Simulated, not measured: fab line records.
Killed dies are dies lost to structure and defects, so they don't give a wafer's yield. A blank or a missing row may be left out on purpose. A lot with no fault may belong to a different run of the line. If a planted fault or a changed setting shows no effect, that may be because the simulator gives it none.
Check for tools in common	flow ritCmos	Sampled: 14 lots, 42 wafers

WHAT PROMPTED THE OPENING
At RIT_GATE_THK_MEAS_09 the reading GATE_POLY_THK is flagged on 2 of 14 lots. Wafers without a fault read 249.7 nm, standard deviation 2.1.
Rule: a lot is flagged when every wafer of it that has a number lies more than 4 standard deviations from that mean, or none has a number. As for the other lots, they are considered sound.

lot	measured	on	GATE_POLY_THK (nm), wafer by wafer	flag
L793	day 2 20:53	filmMetro-03	252.1 251.3 249.3	
L794	day 2 22:12	filmMetro-04	249.7 250.1 249.9	
L795	day 3 02:42	filmMetro-04	245.4 245.5 244.2	
L798	day 3 14:28	filmMetro-01	220.6 219.4 220.8	FLAGGED
L800	day 3 22:19	filmMetro-03	214.0 212.8 215.0	FLAGGED
L801	day 4 04:05	filmMetro-04	253.8 249.6 252.8	
L806	day 5 03:59	filmMetro-01	251.7 250.8 252.6	
L808	day 5 13:43	filmMetro-01	250.8 249.2 248.3	
L809	day 5 19:19	filmMetro-01	249.0 251.3 249.6	
L811	day 6 05:01	filmMetro-04	252.5 252.0 252.7	
L812	day 6 10:09	filmMetro-03	248.9 250.6 248.5	
L814	day 6 20:19	filmMetro-03	251.2 250.5 250.7	
L815	day 7 01:19	filmMetro-04	249.6 248.3 249.3	
L816	day 7 06:28	filmMetro-01	250.4 249.7 248.2	
On average the flagged lots' numbers are 217.1 nm, which is -32.6 nm against the usual, or -16 standard deviations.

WHICH TOOL EACH LOT WENT THROUGH
The record keeps 1 process step preceding the reading, out of 202 steps on the route. Each cell gives the tool, then ch followed by the chambers the sampled wafers passed through, then the start.
lot	flag	RIT_GATE_CVD_08
L793		lpcvd-01 ch 1, day 2 19:16
L794		lpcvd-02 ch 0, day 2 20:35
L795		lpcvd-02 ch 0, day 3 00:16
L798	FLAGGED	lpcvd-02 ch 1, day 3 12:49
L800	FLAGGED	lpcvd-02 ch 1, day 3 20:43
L801		lpcvd-01 ch 1, day 4 02:27
L806		lpcvd-01 ch 1, day 5 02:22
L808		lpcvd-01 ch 1, day 5 12:05
L809		lpcvd-01 ch 1, day 5 17:41
L811		lpcvd-01 ch 0, day 6 03:23
L812		lpcvd-01 ch 0, day 6 08:32
L814		lpcvd-02 ch 1, day 6 18:41
L815		lpcvd-02 ch 1, day 6 23:42
L816		lpcvd-01 ch 0, day 7 04:51
What the steps here do:
- RIT_GATE_CVD_08: deposits poly-Si from SiH4, target thk 250 nm, time 2220 s.
- RIT_GATE_THK_MEAS_09

FLAGGED AGAINST TOTAL, ONE TOOL AT A TIME (gauges that did the reading follow at the end)
step	tool	lots run	flagged	share of the flagged lots	sound lots run after its first flagged lot
RIT_GATE_CVD_08	lpcvd-01	8	0	none	-
RIT_GATE_CVD_08	lpcvd-02	6	2	all	2 (L814,L815)
RIT_GATE_THK_MEAS_09	filmMetro-01	5	1	some	4 (L806,L808,L809,L816)
RIT_GATE_THK_MEAS_09	filmMetro-03	4	1	some	2 (L812,L814)
RIT_GATE_THK_MEAS_09	filmMetro-04	5	0	none	-

THE TABLE: WHAT IT ALLOWS
1 row of the table ran every flagged lot: lpcvd-02 at RIT_GATE_CVD_08.
- lpcvd-02 at RIT_GATE_CVD_08: 2 of its 6 lots flagged. Lots that were sound ran on it after the first flagged one (L814, L815); a persistent fault on the entire tool would not allow that. Its own readings lie more than 4 standard deviations out on every wafer of the flagged lots: susceptorTempC.
Every row of the table either missed a flagged lot or ran a sound lot after the first.

WHAT WAS PUT IN BY THE SIMULATOR
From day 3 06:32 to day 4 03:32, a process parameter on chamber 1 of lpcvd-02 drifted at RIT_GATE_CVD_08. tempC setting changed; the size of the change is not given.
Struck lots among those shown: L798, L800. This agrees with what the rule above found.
